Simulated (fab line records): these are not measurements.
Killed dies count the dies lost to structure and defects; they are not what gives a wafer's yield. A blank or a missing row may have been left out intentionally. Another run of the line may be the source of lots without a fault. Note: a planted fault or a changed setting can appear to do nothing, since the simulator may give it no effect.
Shared-tool check	flow rit cmos	42 wafers sampled across 14 lots

== WHAT PROMPTED THE OPENING ==
At RIT_NSD_TW_MEAS_10 the reading NSD_TW is flagged on 2 of 14 lots. Fault-free wafers read 3135, with a standard deviation of 14.
Rule: a lot gets a flag if all its wafers with a number sit over 4 standard deviations from that mean, or if no wafer of it has a number. All remaining lots are regarded as sound.

lot	measured	on	NSD_TW, wafer by wafer	flag
L374	day 2 23:22	film metro-01	3154 3136 3136	
L376	day 3 11:15	film metro-01	3136 3141 3143	
L381	day 4 10:04	film metro-03	3130 3137 3139	
L382	day 4 16:13	film metro-01	3133 3124 3130	
L387	day 5 18:45	film metro-03	30 30 30	FLAGGED
L388	day 5 23:50	film metro-01	30 30 30	FLAGGED
L390	day 6 08:34	film metro-01	3135 3142 3124	
L391	day 6 14:05	film metro-03	3155 3153 3128	
L392	day 6 17:53	film metro-04	3135 3148 3123	
L393	day 6 23:40	film metro-04	3139 3135 3153	
L394	day 7 04:04	film metro-04	3111 3123 3128	
L395	day 7 09:39	film metro-01	3142 3155 3144	
L396	day 7 14:24	film metro-03	3136 3148 3133	
L397	day 7 18:52	film metro-03	3144 3143 3138	
Flagged lots average 30: -3105 relative to the usual, that is -99 or more standard deviations.

== TOOL THAT RAN EACH LOT ==
The record holds 1 process step before the reading, out of a route of 202 steps. Every cell lists first the tool, next ch and the chambers used by the sampled wafers, and last the start.
lot	flag	RIT_NSD_IMPLANT_08
L374		implanter-01 ch 0, day 2 23:02
L376		implanter-01 ch 0, day 3 10:56
L381		implanter-04 ch 0, day 4 09:44
L382		implanter-02 ch 0, day 4 15:53
L387	FLAGGED	implanter-02, day 5 18:26
L388	FLAGGED	implanter-02, day 5 23:31
L390		implanter-01 ch 0, day 6 08:14
L391		implanter-02 ch 0, day 6 13:46
L392		implanter-02 ch 0, day 6 17:35
L393		implanter-02 ch 0, day 6 23:20
L394		implanter-01 ch 0, day 7 03:45
L395		implanter-01 ch 0, day 7 09:21
L396		implanter-01 ch 0, day 7 14:05
L397		implanter-02 ch 0, day 7 18:33
These steps, and what they do:
- RIT_NSD_IMPLANT_08
- RIT_NSD_TW_MEAS_10

== FLAGGED AGAINST TOTAL, ONE TOOL AT A TIME (gauges that did the reading follow at the end) ==
step	tool	lots run	flagged	share of the flagged lots	sound lots run after its first flagged lot
RIT_NSD_IMPLANT_08	implanter-01	6	0	none	-
RIT_NSD_IMPLANT_08	implanter-02	7	2	all	4 (L391,L392,L393,L397)
RIT_NSD_IMPLANT_08	implanter-04	1	0	none	-
RIT_NSD_TW_MEAS_10	film metro-01	6	1	some	2 (L390,L395)
RIT_NSD_TW_MEAS_10	film metro-03	5	1	some	3 (L391,L396,L397)
RIT_NSD_TW_MEAS_10	film metro-04	3	0	none	-

== WHAT IS ALLOWED BY THE TABLE ==
All flagged lots share 1 row of the table, namely implanter-02 at RIT_NSD_IMPLANT_08.
- implanter-02 at RIT_NSD_IMPLANT_08 ran 7 lots, 2 of them flagged. After the first flagged lot (L391, L392, L393, L397), sound lots still ran on it; a lasting fault on the whole tool would not permit that. On the flagged lots its readings are blank where sound lots have values: beam energy keV, beam on s.
Not one row of the table ran every flagged lot while running no sound lot after the first.

== WHAT THE SIMULATOR PUT IN ==
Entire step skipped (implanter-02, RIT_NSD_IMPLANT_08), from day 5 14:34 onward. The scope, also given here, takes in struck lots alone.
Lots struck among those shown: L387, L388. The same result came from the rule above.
